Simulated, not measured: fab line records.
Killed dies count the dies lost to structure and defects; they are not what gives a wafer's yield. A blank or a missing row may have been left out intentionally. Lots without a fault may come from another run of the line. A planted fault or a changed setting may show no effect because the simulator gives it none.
Which tool was responsible? || flow rit cmos || Sampling: 13 lots, 39 wafers, 2 of 202 route steps

== WHAT EACH GAUGE READ, for each wafer ==
RIT_ACTIVE_THK_MEAS_04. Usual: ACTIVE_NITRIDE_THK typically reads 150.0 nm, with standard deviation 1.4.
{"lot": "L347", "measured": "day 1 13:32", "on": "film metro-04", "ACTIVE_NITRIDE_THK (nm)": "149.6 149.1 148.4", "flag": ""}
{"lot": "L348", "measured": "day 1 18:32", "on": "film metro-01", "ACTIVE_NITRIDE_THK (nm)": "149.0 149.8 149.1", "flag": ""}
{"lot": "L350", "measured": "day 2 05:20", "on": "film metro-04", "ACTIVE_NITRIDE_THK (nm)": "147.2 146.8 147.4", "flag": ""}
{"lot": "L351", "measured": "day 2 11:25", "on": "film metro-01", "ACTIVE_NITRIDE_THK (nm)": "146.4 146.3 148.1", "flag": ""}
{"lot": "L353", "measured": "day 2 21:05", "on": "film metro-03", "ACTIVE_NITRIDE_THK (nm)": "149.3 151.0 150.2", "flag": ""}
{"lot": "L354", "measured": "day 3 01:13", "on": "film metro-04", "ACTIVE_NITRIDE_THK (nm)": "153.0 152.4 152.2", "flag": ""}
{"lot": "L356", "measured": "day 3 11:29", "on": "film metro-03", "ACTIVE_NITRIDE_THK (nm)": "150.7 150.8 150.5", "flag": ""}
{"lot": "L357", "measured": "day 3 15:55", "on": "film metro-01", "ACTIVE_NITRIDE_THK (nm)": "150.1 150.3 150.8", "flag": ""}
{"lot": "L358", "measured": "day 3 20:53", "on": "film metro-01", "ACTIVE_NITRIDE_THK (nm)": "150.0 150.4 152.4", "flag": ""}
{"lot": "L361", "measured": "day 4 11:59", "on": "film metro-01", "ACTIVE_NITRIDE_THK (nm)": "149.3 151.2 149.3", "flag": ""}
{"lot": "L364", "measured": "day 5 03:36", "on": "film metro-03", "ACTIVE_NITRIDE_THK (nm)": "150.6 151.3 151.1", "flag": ""}
{"lot": "L369", "measured": "day 6 05:29", "on": "film metro-04", "ACTIVE_NITRIDE_THK (nm)": "151.9 151.1 150.9", "flag": ""}
{"lot": "L370", "measured": "day 6 08:44", "on": "film metro-01", "ACTIVE_NITRIDE_THK (nm)": "149.4 150.8 150.3", "flag": ""}

RIT_GATE_CD_MEAS_90: target cd 150 nm. Usual: 150.2 nm for cd nm, sd 2.4.
{"lot": "L347", "measured": "day 2 14:29", "on": "cd sem-01", "cd nm (nm)": "150.1 150.3 149.1", "flag": ""}
{"lot": "L348", "measured": "day 2 21:10", "on": "cd sem-01", "cd nm (nm)": "149.7 149.5 149.6", "flag": ""}
{"lot": "L350", "measured": "day 3 09:29", "on": "cd sem-02", "cd nm (nm)": "148.4 149.6 147.9", "flag": ""}
{"lot": "L351", "measured": "day 3 11:41", "on": "cd sem-02", "cd nm (nm)": "146.7 147.7 147.7", "flag": ""}
{"lot": "L353", "measured": "day 3 20:47", "on": "cd sem-01", "cd nm (nm)": "152.4 152.1 149.6", "flag": ""}
{"lot": "L354", "measured": "day 4 04:47", "on": "cd sem-01", "cd nm (nm)": "149.9 148.4 150.9", "flag": ""}
{"lot": "L356", "measured": "day 4 14:03", "on": "cd sem-01", "cd nm (nm)": "154.2 151.8 155.9", "flag": ""}
{"lot": "L357", "measured": "day 4 17:56", "on": "cd sem-01", "cd nm (nm)": "151.1 148.0 153.4", "flag": ""}
{"lot": "L358", "measured": "day 4 23:37", "on": "cd sem-02", "cd nm (nm)": "150.4 151.5 151.4", "flag": ""}
{"lot": "L361", "measured": "day 5 16:58", "on": "cd sem-01", "cd nm (nm)": "152.8 152.8 152.9", "flag": ""}
{"lot": "L364", "measured": "day 6 08:20", "on": "cd sem-01", "cd nm (nm)": "152.0 150.8 149.9", "flag": ""}
{"lot": "L369", "measured": "day 7 04:40", "on": "cd sem-02", "cd nm (nm)": "153.3 152.3 152.3", "flag": ""}
{"lot": "L370", "measured": "day 7 13:52", "on": "cd sem-02", "cd nm (nm)": "153.0 150.7 150.4", "flag": ""}

== EACH LOT AND THE TOOL THAT RAN IT (in order: tool; ch and the chambers of the sampled wafers; start) ==
There is no process step in the record ahead of these readings.

== WHAT THE TOOLS THEMSELVES READ (means of the sampled wafers that have a number; where no wafer has one, the mark that the record gives instead) ==
The record holds no such reading with a usual standard deviation.

== THE ANSWER, worked out from the rows above alone ==
Rule: lot off if the mean of its wafers having a number is beyond 3 standard deviations from the usual mean. A lot without any number at a reading at which 4 lots or more have one is off too. Where the step has rows for the other lots, those lots are counted as sound. After the gauges, taken in route order, come the tools' own readings; for these a lot's mean is taken, as printed above. At the first step where some lot is off, the reading lying furthest off is the one used; lots without a number count as furthest.
No lot is off on any of the readings shown, so nothing can be concluded from this.

== WHAT THE SIMULATOR HAD PUT IN ==
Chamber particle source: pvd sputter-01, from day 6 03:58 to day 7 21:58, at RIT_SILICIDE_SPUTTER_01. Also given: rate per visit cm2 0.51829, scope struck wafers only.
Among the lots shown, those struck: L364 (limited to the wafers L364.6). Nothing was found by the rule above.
